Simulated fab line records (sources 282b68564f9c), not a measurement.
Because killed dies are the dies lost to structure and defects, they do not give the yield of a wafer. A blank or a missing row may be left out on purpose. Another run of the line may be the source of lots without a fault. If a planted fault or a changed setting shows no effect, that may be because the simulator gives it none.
One fault seen from 2 desks | flow rit-cmos | every desk sees just its own numbers, and what lay behind them comes last

== AT THE TOOL OWNER'S DESK: lpcvd-02 ==
The tool's own readings at RIT_GATE_CVD_08 (deposits poly-Si from SiH4, target thk 250 nm, time 2220 s): means of the sampled wafers that have a number, for each lot that ran on this tool. The brackets show how far a lot's mean lies from the usual mean; more than 4 standard deviations puts the lot out of limits, marked OUT.
Columns: A = sih4-flow-sccm at RIT_GATE_CVD_08, usual 99.91 sccm; B = spike-tc-load-C at RIT_GATE_CVD_08, usual 632.2 C
lot  | first seen here | A               | B
L557 | day 3 21:31     | 100.16          | 630.9
L560 | day 4 12:55     | 99.85           | 632.6
L562 | day 4 17:47     | 99.89           | 632.3
L563 | day 5 04:01     | 99.60           | 630.9
L569 | day 6 04:35     | 80.36 (-78) OUT | 633.3
L570 | day 6 07:44     | 80.15 (-79) OUT | 630.5
L571 | day 6 10:45     | 80.03 (-80) OUT | 633.3
Finding of this desk: L569, L570, L571 out of limits; the first was L569 at day 6 04:35, on sih4-flow-sccm at RIT_GATE_CVD_08. Within limits: L557, L560, L562, L563.

== METROLOGY DESK ==
What the gauges read, lot by lot, whatever tool the lot ran on: means of the sampled wafers that have a number. The brackets show how far a lot's mean lies from the usual mean; more than 4 standard deviations puts the lot out of limits, marked OUT.
Columns: A = GATE_POLY_THK at RIT_GATE_THK_MEAS_09, usual 249.4 nm
lot  | first seen here | A
L552 | day 2 16:40     | 252.6
L553 | day 2 20:32     | 248.9
L554 | day 2 22:10     | 249.8
L555 | day 3 09:11     | 252.4
L556 | day 3 10:47     | 248.4
L558 | day 3 23:07     | 251.3
L557 | day 3 23:09     | 248.2
L559 | day 4 05:56     | 252.9
L560 | day 4 14:32     | 249.8
L561 | day 4 18:10     | 247.5
L562 | day 4 19:25     | 250.4
L563 | day 5 05:39     | 249.6
L569 | day 6 06:13     | 198.5 (-22) OUT
L570 | day 6 10:11     | 200.1 (-21) OUT
L571 | day 6 13:12     | 199.3 (-22) OUT
This desk's result: L569, L570, L571 out of limits, first on L569 (GATE_POLY_THK at RIT_GATE_THK_MEAS_09), day 6 06:13. Within limits: L552, L553, L554, L555, L556, L558, L557, L559, L560, L561, L562, L563.

== BROUGHT TOGETHER ==
On L569, L570, L571, at day 6 04:35, an alarm was possible from the tool owner's desk.
At day 6 06:13 the metrology desk could have sounded an alarm, on L569, L570, L571.
RIT_GATE_CVD_08 was run on lpcvd-02 by each of the lots named.

== WHAT THE SIMULATOR HAD PUT IN ==
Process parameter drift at RIT_GATE_CVD_08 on lpcvd-02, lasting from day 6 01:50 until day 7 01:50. From 100, the setting sih4-flow-sccm moved by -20.
Shown lots that were struck: L569, L570, L571.
Counting hours from when the fault started, the first reading out of limits came at 3 for the tool owner's desk and at 4 for the metrology desk.
